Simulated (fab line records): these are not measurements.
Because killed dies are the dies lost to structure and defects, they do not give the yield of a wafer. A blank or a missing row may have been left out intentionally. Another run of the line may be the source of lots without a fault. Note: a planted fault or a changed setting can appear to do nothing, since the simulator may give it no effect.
Which tool was responsible? :: flow berkeleyCmos170 :: 7 lots, 21 wafers sampled, at 2 steps of a route of 331

## WHAT THE GAUGES READ, wafer by wafer
UCB170_PLDD_TW_MEAS_11.
lot: L589
measured: day 6 20:25
on: filmMetro-02
PLDD_TW: 1010 1010 1003

lot: L594
measured: day 7 13:51
on: filmMetro-04
PLDD_TW: 1021 1025 1022

lot: L595
measured: day 7 19:33
on: filmMetro-01
PLDD_TW: 1001 999 999

lot: L601
measured: day 9 11:23
on: filmMetro-02
PLDD_TW: 1009 1010 1013

lot: L605
measured: day 9 21:52
on: filmMetro-04
PLDD_TW: 1021 1023 1015

lot: L606
measured: day 9 22:26
on: filmMetro-01
PLDD_TW: 991 985 991

lot: L609
measured: day 10 21:07
on: filmMetro-02
PLDD_TW: 1012 1009 1015

## WHAT TOOL EACH LOT RAN ON (gives the tool, then ch and the chambers of the sampled wafers, and finally the start)
lot: L589
UCB170_PLDD_IMPLANT_08: implanter-02 ch 0, day 6 19:58

lot: L594
UCB170_PLDD_IMPLANT_08: implanter-04 ch 0, day 7 13:27

lot: L595
UCB170_PLDD_IMPLANT_08: implanter-04 ch 0, day 7 19:09

lot: L601
UCB170_PLDD_IMPLANT_08: implanter-04 ch 0, day 9 11:01

lot: L605
UCB170_PLDD_IMPLANT_08: implanter-04 ch 0, day 9 21:28

lot: L606
UCB170_PLDD_IMPLANT_08: implanter-02 ch 0, day 9 22:02

lot: L609
UCB170_PLDD_IMPLANT_08: implanter-04 ch 0, day 10 20:44
- UCB170_PLDD_IMPLANT_08

## THE ANSWER, worked out from the rows above alone
Rule: the lots themselves supply what counts as usual. The widest of any qualifying gaps counts: lots, ordered by their means at a reading, are off when they make up no more than a third of the lots, leave a main group of 4 or more, and stand apart from it by 3 or more times the standard deviation of that group's means. If all means in a main group match to the digits the tables above print for the reading, that group is not used. Also off: a lot with no number at a reading for which 4 or more lots have one. All remaining lots with rows at the step are treated as sound.
None of the lots is off at any reading shown; this tells nothing.

## WHAT THE SIMULATOR HAD PUT IN
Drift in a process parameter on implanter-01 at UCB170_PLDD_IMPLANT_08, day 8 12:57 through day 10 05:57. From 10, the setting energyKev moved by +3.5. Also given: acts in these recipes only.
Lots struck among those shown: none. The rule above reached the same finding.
